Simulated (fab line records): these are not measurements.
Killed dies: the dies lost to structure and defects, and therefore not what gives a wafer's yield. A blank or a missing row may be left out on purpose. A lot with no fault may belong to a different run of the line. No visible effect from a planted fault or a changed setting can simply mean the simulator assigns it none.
fab line records	flow ritCmos	part 2 of 2: steps 27 to 38 of 38
record: lots: 5	wafers: 15	lastDay: 7
route steps=202 shown GATE@90 REOX@98 NLDD@103 PLDD@114 SPACER@125
lots that met no fault: from a run of the same line without faults
startH: hours from the record's opening day to when the first of the lot's shown wafers began	waitH: hours elapsed since this lot's preceding step	" same as the row above	L1.1+2: one row covering several wafers at once	- value missing, or start not given	* or withheld: withheld	< > ~ a bound
route shown NAME@n: NAME is a module with steps in the file, n the number in the route of the first one	usual: the fault-free wafers' mean and standard deviation	same: alike in all rows	chamber/n: place in a boat	sites: each site's reading	_std_site: standard deviation of those values	_edge_site: the outer-site mean with the inner-site mean subtracted	radiusMm: for every site, how far away it sits from the centre of the wafer	mask NAME#n: copy n	behind: tool/chamber where the wafer was last shaped	hold: the reason the lot was held/the length of the hold in hours/how it ended	device: the n, p or np transistor that did not switch	end of line: at the end of the route, the tests of the same wafers	for a step that has no rows: nothing shown but its recipe	killed: the dies lost at the first sort to structure and to defects; this is not the yield of the wafer	map: per-die view of a wafer (x killed, . not killed, _ where there is no die)
set.NAME: the setting the step ran with; set.NAME@STEP: the setting that earlier step ran with	model.NAME: the simulator's own value behind a step, which no gauge read
certain route steps with their lots: each step a table, each wafer a row
services: the hour from which a tool's chamber was out of use, counted from the record's first day as startH (under 0 if before that day), plus the number of hours and why
== steps ==
step: RIT_PLDD_SOFTBAKE_02
recipe: resist: NOVOLAK	tempC: 90	timeS: 60
usual: exhaustPa: 45.0/0.82	heaterPowerTotalW: 34.56/0.049
lot.wafer	tool	chamber	startH	waitH	exhaustPa	heaterPowerTotalW
L076.1	lithoTrack-01	0	57.21	0.1	44.3	34.57
L076.4	"	0	"	"	44.6	34.57
L076.6	"	0	"	"	46.3	34.55
L077.2	lithoTrack-01	0	59.13	0.1	44.3	34.53
L077.3	"	0	"	"	43.9	34.57
L077.5	"	0	"	"	43.9	34.49
L091.1	lithoTrack-03	0	126.37	0.1	45.7	34.59
L091.2	"	0	"	"	45.5	34.57
L091.6	"	0	"	"	45.4	34.58
L092.4	lithoTrack-01	0	137.98	0.1	44.9	34.51
L092.5	"	0	"	"	45.7	34.56
L092.6	"	0	"	"	45.0	34.64
L094.1	lithoTrack-03	0	141.78	0.1	46.0	34.59
L094.4	"	0	"	"	46.0	34.63
L094.6	"	0	"	"	45.5	34.52
step: RIT_PLDD_EXPOSE_03
recipe: maskId: M8	na: 0.57	targetCdNm: 40900	doseMj: 250
lot.wafer	tool	chamber	startH	waitH	mask
L076.1+4+6	ilineStepper-02	0	57.48	0.2	M8#0
L077.2+3+5	ilineStepper-02	0	59.28	0.1	M8#0
L091.1+2+6	ilineStepper-01	0	126.65	0.2	M8#0
L092.4+5+6	ilineStepper-01	0	138.12	0.1	M8#0
L094.1+4+6	ilineStepper-01	0	141.93	0.1	M8#0
step: RIT_PLDD_PEB_04
recipe: resist: NOVOLAK	tempC: withheld	timeS: withheld
usual: exhaustPa: 44.9/0.88
lot.wafer	tool	chamber	startH	waitH	exhaustPa
L076.1	lithoTrack-01	0	57.67	0.2	44.9
L076.4	"	0	"	"	47.1
L076.6	"	0	"	"	45.3
L077.2	lithoTrack-04	0	59.43	0.1	45.7
L077.3	"	0	"	"	44.2
L077.5	"	0	"	"	45.6
L091.1	lithoTrack-03	0	126.77	0.1	44.8
L091.2	"	0	"	"	45.2
L091.6	"	0	"	"	46.0
L092.4	lithoTrack-01	0	138.25	0.1	44.4
L092.5	"	0	"	"	44.9
L092.6	"	0	"	"	46.5
L094.1	lithoTrack-01	0	142.04	0.1	44.5
L094.4	"	0	"	"	42.3
L094.6	"	0	"	"	44.1
step: RIT_PLDD_DEVELOP_05
recipe: resist: NOVOLAK	developTimeS: 50	devTempC: 23
usual: developerTempC: 23.00/0.098	exhaustPa: 44.9/0.92
lot.wafer	tool	chamber	startH	waitH	developerTempC	exhaustPa
L076.1	lithoTrack-01	0	-	-	23.03	43.6
L076.4	"	0	"	"	22.94	42.2
L076.6	"	0	"	"	23.02	41.8
L077.2	lithoTrack-04	0	-	-	22.96	44.8
L077.3	"	0	"	"	22.96	43.6
L077.5	"	0	"	"	23.02	44.9
L091.1	lithoTrack-03	0	-	-	23.00	43.0
L091.2	"	0	"	"	23.16	44.7
L091.6	"	0	"	"	23.06	44.9
L092.4	lithoTrack-01	0	-	-	22.97	45.2
L092.5	"	0	"	"	23.09	45.1
L092.6	"	0	"	"	23.04	43.9
L094.1	lithoTrack-01	0	-	-	23.00	45.2
L094.4	"	0	"	"	23.07	44.6
L094.6	"	0	"	"	23.18	45.5
step: RIT_PLDD_OVL_MEAS_06
usual: PLDD_OVL: -0.4/1.4
lot.wafer	tool	chamber	startH	waitH	PLDD_OVL[nm]
L076.1	overlay-02	-	57.95	-	-2.0
L076.4	"	-	"	"	0.0
L076.6	"	-	"	"	0.4
L077.2	overlay-02	-	59.69	-	-1.5
L077.3	"	-	"	"	-2.7
L077.5	"	-	"	"	-3.1
L091.1	overlay-02	-	127.05	-	-0.6
L091.2	"	-	"	"	-0.8
L091.6	"	-	"	"	-1.3
L092.4	overlay-02	-	138.48	-	1.8
L092.5	"	-	"	"	0.1
L092.6	"	-	"	"	0.5
L094.1	overlay-02	-	142.33	-	1.8
L094.4	"	-	"	"	-2.0
L094.6	"	-	"	"	2.1
step: RIT_PLDD_HARDBAKE_07
recipe: resist: NOVOLAK	tempC: 140	timeS: 60
usual: exhaustPa: 45.0/0.96	heaterPowerTotalW: 62.54/0.047
lot.wafer	tool	chamber	startH	waitH	exhaustPa	heaterPowerTotalW
L076.1	lithoTrack-03	0	58.10	0.1	45.0	62.52
L076.4	"	0	"	"	44.1	62.54
L076.6	"	0	"	"	43.3	62.52
L077.2	lithoTrack-04	0	59.75	0.0	46.4	62.57
L077.3	"	0	"	"	45.2	62.52
L077.5	"	0	"	"	45.3	62.53
L091.1	lithoTrack-04	0	127.09	0.0	45.1	62.44
L091.2	"	0	"	"	43.7	62.59
L091.6	"	0	"	"	44.6	62.57
L092.4	lithoTrack-04	0	138.65	0.2	44.3	62.55
L092.5	"	0	"	"	46.1	62.53
L092.6	"	0	"	"	44.0	62.52
L094.1	lithoTrack-03	0	142.36	0.0	46.0	62.50
L094.4	"	0	"	"	44.9	62.60
L094.6	"	0	"	"	44.8	62.59
step: RIT_PLDD_IMPLANT_08
recipe: species: BF2	energyKev: 20	doseCm2: 9e+14	tiltDeg: 7
usual: faradayCurrentUA: 2827/52
lot.wafer	tool	chamber	startH	waitH	faradayCurrentUA
L076.1	implanter-01	0	58.25	0.1	2972
L076.4	"	0	"	"	2748
L076.6	"	0	"	"	2841
L077.2	implanter-04	0	59.90	0.1	2871
L077.3	"	0	"	"	2850
L077.5	"	0	"	"	2891
L091.1	implanter-01	0	127.24	0.1	2709
L091.2	"	0	"	"	2856
L091.6	"	0	"	"	2832
L092.4	implanter-01	0	138.80	0.1	2858
L092.5	"	0	"	"	2781
L092.6	"	0	"	"	2769
L094.1	implanter-04	0	142.51	0.1	2813
L094.4	"	0	"	"	2906
L094.6	"	0	"	"	2806
step: RIT_PLDD_STRIP_09
recipe: chemistry: O2	timeS: 180	resist: NOVOLAK	platenTempC: withheld	powerW: 500	pressureMtorr: 4000	o2FlowSccm: 4000
usual: drypumpMotorCurrentA: 5.4/0.46
lot.wafer	tool	chamber	startH	waitH	drypumpMotorCurrentA	rfHoursCounterH
L076.1	plasmaAsher-01	0	58.40	0.1	4.8	27
L076.4	"	0	"	"	4.8	-
L076.6	"	1	"	"	5.9	-
L077.2	plasmaAsher-01	0	60.02	0.1	4.8	27
L077.3	"	1	"	"	5.9	-
L077.5	"	0	"	"	4.8	-
L091.1	plasmaAsher-03	1	127.39	0.1	5.7	50
L091.2	"	0	"	"	4.8	50
L091.6	"	0	"	"	4.8	-
L092.4	plasmaAsher-01	1	138.93	0.1	5.8	-
L092.5	"	0	"	"	4.8	-
L092.6	"	1	"	"	5.9	-
L094.1	plasmaAsher-04	0	142.66	0.1	5.8	3
L094.4	"	0	"	"	5.8	-
L094.6	"	1	"	"	5.5	-
step: RIT_PLDD_TW_MEAS_10
usual: PLDD_TW: 2335/22
lot.wafer	tool	chamber	startH	waitH	PLDD_TW
L076.1	filmMetro-02	-	58.58	0.1	2312
L076.4	"	-	"	"	2323
L076.6	"	-	"	"	2322
L077.2	filmMetro-01	-	60.21	0.1	2358
L077.3	"	-	"	"	2346
L077.5	"	-	"	"	2346
L091.1	filmMetro-03	-	127.56	0.1	2324
L091.2	"	-	"	"	2327
L091.6	"	-	"	"	2315
L092.4	filmMetro-02	-	139.08	0.1	2319
L092.5	"	-	"	"	2305
L092.6	"	-	"	"	2325
L094.1	filmMetro-01	-	142.84	0.1	2338
L094.4	"	-	"	"	2351
L094.6	"	-	"	"	2349
step: RIT_SPACER_CLEAN_00
recipe: chemistry: SC1	mix: 3:3:50	timeS: 574.3	tempC: 75
lot.wafer	tool	chamber	startH	waitH
L076.1+4+6	wetBench-01	3	58.64	0.1
L077.2+3+5	wetBench-01	1	60.26	0.0
L091.1+2+6	wetBench-01	0	127.62	0.1
L092.4+5+6	wetBench-01	0	139.11	0.0
L094.1+4+6	wetBench-03	0	142.90	0.1
step: RIT_SPACER_CLEAN_01
recipe: chemistry: dHF	dilution: 50:1	timeS: 30
lot.wafer	tool	chamber	startH	waitH
L076.1+4+6	wetBench-01	2	58.81	0.0
L077.2+3+5	wetBench-03	2	60.43	0.0
L091.1+2+6	wetBench-03	3	127.80	0.0
L092.4+5+6	wetBench-04	0	139.30	0.0
L094.1+4+6	wetBench-04	0	143.07	0.0
step: RIT_SPACER_CLEAN_02
recipe: chemistry: SC2	mix: 3:3:50	timeS: 600	tempC: 75	dry: n2Spin
lot.wafer	tool	chamber	startH	waitH
L076.1+4+6	wetBench-01	3	58.83	0.0
L077.2+3+5	wetBench-01	3	60.45	0.0
L091.1+2+6	wetBench-04	1	127.81	0.0
L092.4+5+6	wetBench-04	0	139.31	0.0
L094.1+4+6	wetBench-03	1	143.09	0.0
== services ==
tool	chamber	startH	hours	kind
implanter-04	-	37.59	0.6	repair
rieSi-01	0	41.81	8.4	repair
plasmaAsher-04	-	54.47	2.2	repair
wetBench-03	-	56.80	3.3	repair
rieSi-01	0	63.58	2.6	repair
furnace-04	-	68.91	3.7	pm
plasmaAsher-01	-	70.32	15.6	pm
rieSi-01	3	78.38	6.7	repair
rieSi-01	2	81.12	6.3	repair
rieSi-02	2	86.43	5.5	repair
ilineStepper-01	-	92.55	2.1	pm
ilineStepper-01	-	95.12	1.7	pm
plasmaAsher-04	-	108.75	9.0	pm
wetBench-04	-	114.28	4.6	repair
implanter-03	-	115.19	9.1	pm
implanter-04	-	118.21	3.3	pm
plasmaAsher-02	-	122.05	2.1	repair
implanter-04	-	123.72	1.7	repair
rieSi-02	3	127.15	3.2	repair
implanter-03	-	131.97	2.2	repair
implanter-03	-	134.20	3.1	pm
ilineStepper-02	-	134.84	8.9	pm
rieSi-01	2	138.10	13.9	repair
rieSi-02	3	141.00	6.3	repair
